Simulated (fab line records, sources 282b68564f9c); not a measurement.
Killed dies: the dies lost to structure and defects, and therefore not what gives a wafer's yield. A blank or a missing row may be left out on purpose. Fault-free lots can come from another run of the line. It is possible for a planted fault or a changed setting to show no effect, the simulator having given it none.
fab line records    flow ritCmos
[record] lots = 12  wafers = 36  lastDay = 7
route steps=202 shown GATE@79 M1@202
lots with no fault: from the same line, run without faults
startH: hours from the record's first day to the start of the lot's first wafer shown    waitH: how many hours have passed since the lot's step before this one    " same as the row above    L1.1+2: several wafers, shown together as one row    - no value present, or no start provided    * or withheld: withheld    < > ~ a bound
route shown NAME@n: NAME is a module with steps in the file, n the number in the route of the first one    usual: mean/standard deviation taken from wafers without a fault    same: alike in all rows    chamber/n: place in a boat    sites: each site's reading    _std_site: the standard deviation of these    _edge_site: outer sites' mean less inner sites'    radiusMm: how far each site lies from the wafer's centre    mask NAME#n: copy n    behind: the tool/chamber that last shaped the wafer    hold: what put the lot on hold/how long, in hours/how the hold closed    device: the n, p or np transistor that did not switch    end of line: tests run on the same wafers once the route is complete    where a step has no rows: the recipe by itself    killed: the dies lost at the first sort to structure and to defects; this is not the yield of the wafer    map: a wafer's dies, marking killed ones x, the rest . and places with no die _
set.NAME: the setting that was run; set.NAME@STEP: the one run at that earlier step    model.NAME: the simulator's own value behind a step, which no gauge read
one table for each step of the route and one row for each wafer, over a sample of lots
services: from which hour (startH, from the record's first day; less than 0 if before it) a tool's chamber was out of use, for how many hours, and why
[[steps]]
[step RIT_GATE_CLEAN_04]
[recipe] chemistry = dHF  dilution = 50:1  timeS = 60  dry = n2Spin
[usual] runLengthS = 89/3.8
lot.wafer  tool         chamber  startH  waitH  runLengthS
L670.3     wetBench-01  0        32.44   0.0    87
L670.4     "            0        "       "      87
L670.5     "            0        "       "      87
L671.1     wetBench-01  0        36.41   0.0    88
L671.5     "            0        "       "      88
L671.6     "            0        "       "      88
L672.1     wetBench-04  2        43.62   0.0    92
L672.4     "            2        "       "      92
L672.5     "            2        "       "      92
L673.1     wetBench-02  2        48.86   0.0    84
L673.2     "            2        "       "      84
L673.5     "            2        "       "      84
L674.2     wetBench-02  2        53.26   0.0    85
L674.5     "            2        "       "      85
L674.6     "            2        "       "      85
L675.1     wetBench-01  1        57.53   0.0    84
L675.2     "            1        "       "      84
L675.4     "            1        "       "      84
L677.2     wetBench-02  1        67.64   0.0    86
L677.5     "            1        "       "      86
L677.6     "            1        "       "      86
L680.1     wetBench-02  2        81.63   0.0    146
L680.2     "            2        "       "      146
L680.4     "            2        "       "      146
L686.1     wetBench-04  1        113.63  0.0    84
L686.3     "            1        "       "      84
L686.4     "            1        "       "      84
L689.1     wetBench-01  1        128.00  0.0    93
L689.4     "            1        "       "      93
L689.6     "            1        "       "      93
L690.2     wetBench-01  3        131.75  0.0    94
L690.3     "            3        "       "      94
L690.6     "            3        "       "      94
L693.4     wetBench-04  3        147.91  0.0    94
L693.5     "            3        "       "      94
L693.6     "            3        "       "      94
[step RIT_M1_PROBE_99]
[usual] killed_at_M0_to_M3 = 0.0/0.22  killedAtContacts = 0.0/0.18  killedAtFrontEnd = 7/3.1  killedDies = 7/3.1  killedOnRim = 1.6/1.3  killedOpen = 3.2/2.1  killedShort = 3.4/2
[same] grossDies = 264  killed_at_M4_up = 0  killedAtBackSide = 0  killedAtOther = 0
lot.wafer  tool       chamber  startH  waitH  killed_at_M0_to_M3  killedAtContacts  killedAtFrontEnd  killedDies  killedOnRim  killedOpen  killedShort
L671.1     prober-01  -        62.81   0.1    0                   0                 6                 6           0            2           4
L671.5     prober-01  -        63.01   0.2    0                   0                 4                 4           0            2           2
L671.6     prober-01  -        63.06   0.2    0                   0                 6                 6           3            4           2
L673.1     prober-01  -        73.48   0.1    0                   0                 8                 8           1            4           4
L673.2     prober-01  -        73.53   0.1    0                   0                 8                 8           2            4           4
L673.5     prober-01  -        73.68   0.2    0                   0                 8                 8           3            2           6
L677.2     prober-01  -        93.48   0.1    0                   0                 11                11          1            6           5
L677.5     prober-01  -        93.63   0.2    0                   0                 6                 6           1            4           2
L677.6     prober-01  -        93.68   0.2    1                   1                 6                 8           1            5           3
L680.1     prober-02  -        108.67  0.1    0                   0                 11                11          5            8           3
L680.2     prober-02  -        108.72  0.1    0                   0                 4                 4           2            0           4
L680.4     prober-02  -        108.82  0.2    0                   0                 13                13          3            7           6
L686.1     prober-02  -        138.80  0.1    0                   0                 6                 6           0            5           1
L686.3     prober-02  -        138.90  0.2    0                   0                 1                 1           0            0           1
L686.4     prober-02  -        138.95  0.2    0                   0                 8                 8           1            2           6
// killed by level:class
L671.1 FOX1:geometricParticle:open=2 GATE:geometricParticle:short=2 FOX1:geometricParticle:short=1 FOX2:geometricParticle:short=1
L671.5 FOX1:geometricParticle:open=2 SPACER:geometricParticle:short=2
L671.6 SPACER:geometricParticle:open=3 ACTIVE:geometricParticle:short=1 GATE:geometricParticle:open=1 GATE:geometricParticle:short=1
L673.1 GATE:geometricParticle:short=3 GATE:geometricParticle:open=2 REOX:geometricParticle:open=2 REOX:geometricParticle:short=1
L673.2 GATE:geometricParticle:open=3 SILICIDE:geometricParticle:short=3 GATE:geometricParticle:short=1 REOX:geometricParticle:open=1
L673.5 GATE:geometricParticle:short=3 ACTIVE:geometricParticle:short=1 FOX1:geometricParticle:open=1 REOX:geometricParticle:open=1 REOX:geometricParticle:short=1 SILICIDE:geometricParticle:short=1
L677.2 GATE:geometricParticle:open=3 GATE:geometricParticle:short=2 SPACER:geometricParticle:short=2 SPACER:geometricParticle:open=2 REOX:geometricParticle:open=1 REOX:geometricParticle:short=1
L677.5 GATE:geometricParticle:open=2 GATE:geometricParticle:short=1 REOX:geometricParticle:short=1 SPACER:geometricParticle:open=1 SILICIDE:geometricParticle:open=1
L677.6 GATE:geometricParticle:open=2 FOX1:geometricParticle:short=1 FOX1:geometricParticle:open=1 REOX:geometricParticle:open=1 SILICIDE:geometricParticle:short=1 CONTACT:geometricParticle:open=1 M1:geometricParticle:short=1
L680.1 SPACER:geometricParticle:open=3 GATE:geometricParticle:open=2 FOX1:geometricParticle:short=1 FOX1:geometricParticle:open=1 FOX2:geometricParticle:open=1 GATE:geometricParticle:short=1 REOX:geometricParticle:short=1 SILICIDE:geometricParticle:open=1
L680.2 FOX1:geometricParticle:short=2 SPACER:geometricParticle:short=2
L680.4 SILICIDE:geometricParticle:open=3 GATE:geometricParticle:open=2 GATE:geometricParticle:short=2 REOX:geometricParticle:short=2 SILICIDE:geometricParticle:short=2 FOX2:geometricParticle:open=1 SPACER:geometricParticle:open=1
L686.1 GATE:geometricParticle:open=2 SPACER:geometricParticle:open=2 FOX1:geometricParticle:open=1 GATE:geometricParticle:short=1
L686.3 REOX:geometricParticle:short=1
L686.4 GATE:geometricParticle:short=5 GATE:geometricParticle:open=2 SILICIDE:geometricParticle:short=1
[[services]]
tool         chamber  startH  hours  kind
wetBench-04  -        31.99   6.5    repair
[[key]]
[firstSign] step = RIT_GATE_CLEAN_04  reading = runLengthS  direction = up  sigmas = 15  usual = *  struck = *
effect none on later readings
metAt RIT_GATE_CLEAN_04
struckLots L680
struckWafers L680.1,L680.2,L680.4
testerLeftOut L680
[loopTrim] step = RIT_M1_EXPOSE_06  setting = dose  lots = L680
onsetBetween 53.26 81.63
[fault] kind = processParameterDrift  tool = wetBench-02  chamber = 2  onsetH = 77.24  steps = RIT_GATE_CLEAN_04  channel = timeS  offset = *  shape = step  endH = 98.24  actsIn = *  stated = *
// testerLeftOut: of these lots the tester's yield and bins aren't shown, on N5 and GAA mostly nor the transistor test; their killed dies are dies lost to structure and defects alone, not to doping, threshold or leakage, so they don't give the yield
// loopTrim: a control loop set the setting to another value than it would have without faults
